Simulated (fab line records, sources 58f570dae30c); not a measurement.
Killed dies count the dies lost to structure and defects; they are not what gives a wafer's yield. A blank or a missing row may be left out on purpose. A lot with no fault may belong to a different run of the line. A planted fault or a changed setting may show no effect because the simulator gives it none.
A single fault, viewed from 2 desks :: flow berkeley-cmos170 :: only its own numbers are on each desk; what lay behind them is given at the end

== THE METROLOGY DESK ==
Lot by lot, what the gauges showed, no matter which tool ran the lot: averages of those sampled wafers that carry a number. Any lot whose mean is over 4 standard deviations away from the usual mean is out of limits and marked OUT; that distance is given in the brackets.
Columns: A = PLDD_OVL at UCB170_PLDD_OVL_MEAS_07, usual 0 nm; B = CONTACT_PSG_THK at UCB170_CONTACT_THK_MEAS_02, usual 698 nm
lot: L371
first seen here: day 7 15:59
A: 1
B: 694

lot: L373
first seen here: day 7 16:47
A: 2
B: 704

lot: L375
first seen here: day 8 15:53
A: -3
B: 693

lot: L374
first seen here: day 8 16:02
A: -2
B: 694

lot: L379
first seen here: day 9 18:13
A: 2
B: 763 (+12) OUT

lot: L380
first seen here: day 9 18:28
A: -4
B: 763 (+12) OUT

lot: L386
first seen here: day 11 14:10
A: 1
B: 703

lot: L385
first seen here: day 11 14:44
A: -2
B: 699

lot: L388
first seen here: day 12 03:22
A: -0
B: 696

lot: L389
first seen here: day 12 03:35
A: -8
B: 694

lot: L391
first seen here: day 12 08:12
A: -2
B: 699

lot: L394
first seen here: day 12 18:31
A: 3
B: 688

lot: L393
first seen here: day 12 18:46
A: -2
B: 700

lot: L392
first seen here: day 12 18:54
A: 2
B: 700
This desk reports L379, L380 out of limits; the earliest was L379 at day 10 18:19 (CONTACT_PSG_THK at UCB170_CONTACT_THK_MEAS_02). L371, L373, L375, L374, L386, L385, L388, L389, L391, L394, L393, L392 stayed within limits.

== TOOL OWNER'S DESK, lpcvd-02 ==
The tool's own readings at UCB170_CONTACT_CVD_01 (deposits PSG from SiH4/O2/PH3, target thk 700 nm, time 2820 s): means of the sampled wafers that have a number, for each lot that ran on this tool. Any lot whose mean is over 4 standard deviations away from the usual mean is out of limits and marked OUT; that distance is given in the brackets.
Columns: A = pressure-mtorr at UCB170_CONTACT_CVD_01, usual 299.9 mTorr; B = spike-tc-source-C at UCB170_CONTACT_CVD_01, usual 467.4 C
lot: L375
first seen here: day 9 09:10
A: 299.7
B: 469.2

lot: L379
first seen here: day 10 16:32
A: 359.7 (+99 or more) OUT
B: 463.7

lot: L380
first seen here: day 10 18:19
A: 359.9 (+99 or more) OUT
B: 468.3

lot: L392
first seen here: day 13 11:30
A: 299.3
B: 464.1

lot: L393
first seen here: day 13 11:30
A: 300.4
B: 463.5

lot: L394
first seen here: day 13 11:30
A: 300.1
B: 468.5
This desk's verdict: out of limits on L379, L380, starting with L379 at day 10 16:32 (pressure-mtorr at UCB170_CONTACT_CVD_01). L375, L392, L393, L394 stayed within limits.

== TAKEN TOGETHER ==
The tool owner's desk had the chance to raise an alarm at day 10 16:32 on L379, L380.
At day 10 18:19 the metrology desk could have sounded an alarm, on L379, L380.
UCB170_CONTACT_CVD_01 was run on lpcvd-02 by each of the lots named.

== WHAT THE SIMULATOR PUT IN ==
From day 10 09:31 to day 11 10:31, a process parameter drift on lpcvd-02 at UCB170_CONTACT_CVD_01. Setting pressure-mtorr shifted by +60 from 300. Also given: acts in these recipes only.
Struck lots among those shown: L379, L380.
Fault start to first reading out of limits, in hours, per desk: tool owner, 7; metrology, 9.
